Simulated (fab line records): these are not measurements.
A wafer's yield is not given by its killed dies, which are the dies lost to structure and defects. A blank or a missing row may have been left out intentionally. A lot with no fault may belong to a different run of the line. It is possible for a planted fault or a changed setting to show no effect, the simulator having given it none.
Which tool did it? | flow berkeley_cmos170 | 39 wafers from 13 lots sampled at 6 of the route's 331 steps

## WHAT EACH GAUGE READ, for each wafer
UCB170_SPACER_THK_MEAS_01. Usual: SPACER_TEOS_THK gives 376 nm (standard deviation 4.2).
lot  | measured     | on            | SPACER_TEOS_THK (nm) | flag
L508 | day 7 11:14  | film_metro-03 | 368 372 376          |
L511 | day 8 12:32  | film_metro-04 | 376 377 379          |
L513 | day 8 19:36  | film_metro-04 | 374 383 376          |
L515 | day 9 02:40  | film_metro-03 | 368 375 377          |
L516 | day 9 21:09  | film_metro-01 | 372 373 375          |
L519 | day 9 21:22  | film_metro-03 | 383 382 382          |
L517 | day 9 21:32  | film_metro-04 | 376 384 385          |
L518 | day 9 21:31  | film_metro-01 | 377 380 380          |
L520 | day 10 00:05 | film_metro-03 | 372 374 382          |
L522 | day 10 22:14 | film_metro-04 | 372 380 383          |
L527 | day 11 12:29 | film_metro-01 | 376 377 422          | OFF
L530 | day 12 13:10 | film_metro-01 | 374 382 381          |
L531 | day 12 13:32 | film_metro-03 | 370 369 375          |

UCB170_V2_THK_MEAS_01. Usual: V2_TEOS_THK gives 1988 nm (standard deviation 21).
lot  | measured     | on            | V2_TEOS_THK (nm) | flag
L508 | day 8 14:16  | film_metro-03 | 1961 1991 2015   |
L511 | day 9 11:50  | film_metro-02 | 1968 1982 2013   |
L513 | day 10 06:26 | film_metro-02 | 1976 2009 1999   |
L515 | day 10 06:12 | film_metro-01 | 1966 2004 2005   |
L516 | day 10 23:37 | film_metro-01 | 1969 1992 2029   |
L519 | day 11 00:52 | film_metro-03 | 1986 1992 2006   |
L517 | day 11 01:36 | film_metro-03 | 1964 1966 1989   |
L518 | day 11 01:56 | film_metro-01 | 1996 2007 2002   |
L520 | day 11 02:46 | film_metro-02 | 1974 1959 1985   |
L522 | day 12 02:29 | film_metro-03 | 1988 1988 1986   |
L527 | day 12 17:24 | film_metro-02 | 1956 1982 1963   |
L530 | day 13 18:25 | film_metro-02 | 1980 2010 2022   |
L531 | day 13 23:32 | film_metro-01 | 1965 1953 2014   |

UCB170_V2_BOW_MEAS_03. Usual: V2_BOW gives 38 um (standard deviation 6.6).
lot  | measured     | on            | V2_BOW (um) | flag
L508 | day 8 14:39  | film_metro-01 | 47 43 40    |
L511 | day 9 12:12  | film_metro-01 | 31 32 33    |
L513 | day 10 06:49 | film_metro-02 | 46 33 45    |
L515 | day 10 06:35 | film_metro-01 | 36 45 41    |
L516 | day 10 23:59 | film_metro-03 | 31 41 33    |
L519 | day 11 01:16 | film_metro-02 | 42 30 27    |
L517 | day 11 01:58 | film_metro-02 | 31 42 33    |
L518 | day 11 02:17 | film_metro-03 | 23 49 38    |
L520 | day 11 03:07 | film_metro-03 | 33 37 27    |
L522 | day 12 02:51 | film_metro-01 | 36 34 40    |
L527 | day 12 17:46 | film_metro-03 | 36 34 25    |
L530 | day 13 18:47 | film_metro-01 | 48 36 35    |
L531 | day 13 23:55 | film_metro-01 | 44 41 40    |

## WHAT TOOL EACH LOT RAN ON (gives the tool, then ch and the chambers of the sampled wafers, and finally the start)
lot  | UCB170_SPACER_CVD_00            | UCB170_SPACER_ETCHBACK_03          | UCB170_V2_CMP_02
L508 | pecvd-03 ch 0,1,2, day 7 11:11  | rie_diel-04 ch 0,1,3, day 7 19:12  | cmp-02 ch 0,1, day 8 14:19
L511 | pecvd-04 ch 0,1, day 8 12:29    | rie_diel-02 ch 0,1, day 8 16:59    | cmp-02 ch 0,1,2, day 9 11:54
L513 | pecvd-02 ch 0,2, day 8 19:32    | rie_diel-04 ch 0,3, day 9 04:44    | cmp-02 ch 0,3, day 10 06:29
L515 | pecvd-03 ch 0,1,2, day 9 02:36  | rie_diel-01 ch 0,1,3, day 9 04:49  | cmp-01 ch 0,2,3, day 10 06:20
L516 | pecvd-04 ch 0,1,2, day 9 21:06  | rie_diel-04 ch 0,2,3, day 10 01:31 | cmp-01 ch 0,1,2, day 10 23:46
L519 | pecvd-02 ch 0,1,2, day 9 21:19  | rie_diel-02 ch 1,2,3, day 10 01:34 | cmp-02 ch 0,2,3, day 11 01:00
L517 | pecvd-04 ch 1,2, day 9 21:29    | rie_diel-01 ch 0,2,3, day 10 01:31 | cmp-02 ch 0,1,2, day 11 01:45
L518 | pecvd-02 ch 0,1,2, day 9 21:29  | rie_diel-04 ch 0,3, day 10 01:35   | cmp-02 ch 0,1,3, day 11 02:08
L520 | pecvd-04 ch 0,1,2, day 10 00:02 | rie_diel-04 ch 0,2,3, day 10 05:42 | cmp-02 ch 0,2, day 11 02:52
L522 | pecvd-04 ch 0,2, day 10 22:11   | rie_diel-02 ch 1,2,3, day 11 03:58 | cmp-02 ch 0,2, day 12 02:32
L527 | pecvd-04 ch 0,1,2, day 11 12:27 | rie_diel-02 ch 1,2,3, day 11 20:34 | cmp-01 ch 1,2,3, day 12 17:28
L530 | pecvd-02 ch 0,1,2, day 12 13:07 | rie_diel-02 ch 0,1, day 12 21:45   | cmp-02 ch 0,1, day 13 18:27
L531 | pecvd-03 ch 0,1, day 12 13:29   | rie_diel-04 ch 1,2,3, day 12 21:46 | cmp-02 ch 1,2, day 13 23:35
- UCB170_SPACER_CVD_00: deposits SiO2 from TEOS/O2, target thk 376 nm, time 47 s.
- UCB170_SPACER_ETCHBACK_03: etches SiO2 in CHF3/CF4/Ar, stops on Si, target depth 376 nm, time 100 s.
- UCB170_V2_CMP_02: polishes SiO2.

## WHAT THE TOOLS THEMSELVES READ (means of the sampled wafers that have a number; where no wafer has one, the mark that the record gives instead)
UCB170_SPACER_CVD_00. Usual: heater_power_w at 256 W, with a standard deviation of 62.
lot  | tool     | heater_power_w (W) | flag
L508 | pecvd-03 | 242                |
L511 | pecvd-04 | 236                |
L513 | pecvd-02 | 308                |
L515 | pecvd-03 | 258                |
L516 | pecvd-04 | 231                |
L519 | pecvd-02 | 298                |
L517 | pecvd-04 | 232                |
L518 | pecvd-02 | 310                |
L520 | pecvd-04 | 229                |
L522 | pecvd-04 | 161                |
L527 | pecvd-04 | 199                |
L530 | pecvd-02 | 287                |
L531 | pecvd-03 | 220                |

UCB170_SPACER_ETCHBACK_03. Usual: chamber_pressure_mTorr 199.99 mTorr, standard deviation 0.17; drypump_motor_current_A 5.6 A, standard deviation 0.48; oes_product_au 0.905 a.u., standard deviation 0.019; throttle_valve_pct 6.44 %, standard deviation 0.11.
lot  | tool        | chamber_pressure_mTorr (mTorr) | drypump_motor_current_A (A) | oes_product_au (a.u.) | throttle_valve_pct (%) | flag
L508 | rie_diel-04 | 199.92                         | 5.4                         | 0.888                 | 6.37                   |
L511 | rie_diel-02 | 199.85                         | 6.2                         | 0.927                 | 6.34                   |
L513 | rie_diel-04 | 199.83                         | 5.3                         | 0.890                 | 6.41                   |
L515 | rie_diel-01 | 199.96                         | 5.6                         | 0.896                 | 6.54                   |
L516 | rie_diel-04 | 199.95                         | 5.5                         | 0.887                 | 6.38                   |
L519 | rie_diel-02 | 199.94                         | 5.6                         | 0.934                 | 6.46                   |
L517 | rie_diel-01 | 199.98                         | 5.6                         | 0.902                 | 6.53                   |
L518 | rie_diel-04 | 200.04                         | 5.2                         | 0.889                 | 6.39                   |
L520 | rie_diel-04 | 199.92                         | 5.4                         | 0.893                 | 6.40                   |
L522 | rie_diel-02 | 200.13                         | 5.6                         | 0.924                 | 6.45                   |
L527 | rie_diel-02 | 199.90                         | 5.6                         | 0.946                 | 6.47                   |
L530 | rie_diel-02 | 199.82                         | 6.2                         | 0.932                 | 6.34                   |
L531 | rie_diel-04 | 199.93                         | 5.6                         | 0.896                 | 6.35                   |

UCB170_V2_CMP_02. Usual: edge_zone_pressure_frac 1.000, standard deviation 0.0054; head_pressure_psi 5.999 psi, standard deviation 0.014; motor_current_A 16.0 A, standard deviation 1.5; platen_rpm 60.00 rpm, standard deviation 0.038.
lot  | tool   | edge_zone_pressure_frac | head_pressure_psi (psi) | motor_current_A (A) | platen_rpm (rpm) | flag
L508 | cmp-02 | 1.001                   | 6.012                   | 15.6                | 59.99            |
L511 | cmp-02 | 0.996                   | 6.001                   | 16.8                | 59.98            |
L513 | cmp-02 | 0.996                   | 6.003                   | 15.6                | 60.05            |
L515 | cmp-01 | 0.997                   | 5.996                   | 14.9                | 59.98            |
L516 | cmp-01 | 1.003                   | 6.016                   | 15.7                | 59.97            |
L519 | cmp-02 | 1.006                   | 5.995                   | 17.1                | 60.03            |
L517 | cmp-02 | 0.995                   | 5.992                   | 16.6                | 60.01            |
L518 | cmp-02 | 0.995                   | 5.983                   | 15.6                | 59.94            |
L520 | cmp-02 | 1.002                   | 5.981                   | 16.7                | 60.01            |
L522 | cmp-02 | 0.999                   | 5.995                   | 16.6                | 59.96            |
L527 | cmp-01 | 0.999                   | 6.006                   | 15.0                | 59.99            |
L530 | cmp-02 | 1.004                   | 6.010                   | 15.4                | 60.00            |
L531 | cmp-02 | 1.000                   | 5.997                   | 16.9                | 60.03            |

## THE ANSWER, worked out from the rows above alone
Rule: lot off if the mean of its wafers having a number is beyond 3 standard deviations from the usual mean. Also off: a lot with no number at a reading for which 4 or more lots have one. The other lots that the step has rows for count as sound. First the gauges in route order, then the tools' own readings, where a lot's mean is used as printed above. The first step at which some lot is off is used, and at that step the reading that is off furthest; a lot without a number counts as furthest.
Off: L527, at UCB170_SPACER_THK_MEAS_01 (SPACER_TEOS_THK).
A tool fits if, at a process step before that reading, it ran every lot that is off, and no sound lot after the first of them. The gauges at UCB170_SPACER_THK_MEAS_01 are tried like those tools. One candidate fits, namely pecvd-04 at UCB170_SPACER_CVD_00. A fault onset in the window from L522 (day 10 22:11, its last sound lot) to L527 (day 11 12:27, its first lot off) fits.

## WHAT THE SIMULATOR PUT IN
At UCB170_SPACER_CVD_00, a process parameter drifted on pecvd-04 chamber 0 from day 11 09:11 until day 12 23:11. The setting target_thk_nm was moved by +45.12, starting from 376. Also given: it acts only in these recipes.
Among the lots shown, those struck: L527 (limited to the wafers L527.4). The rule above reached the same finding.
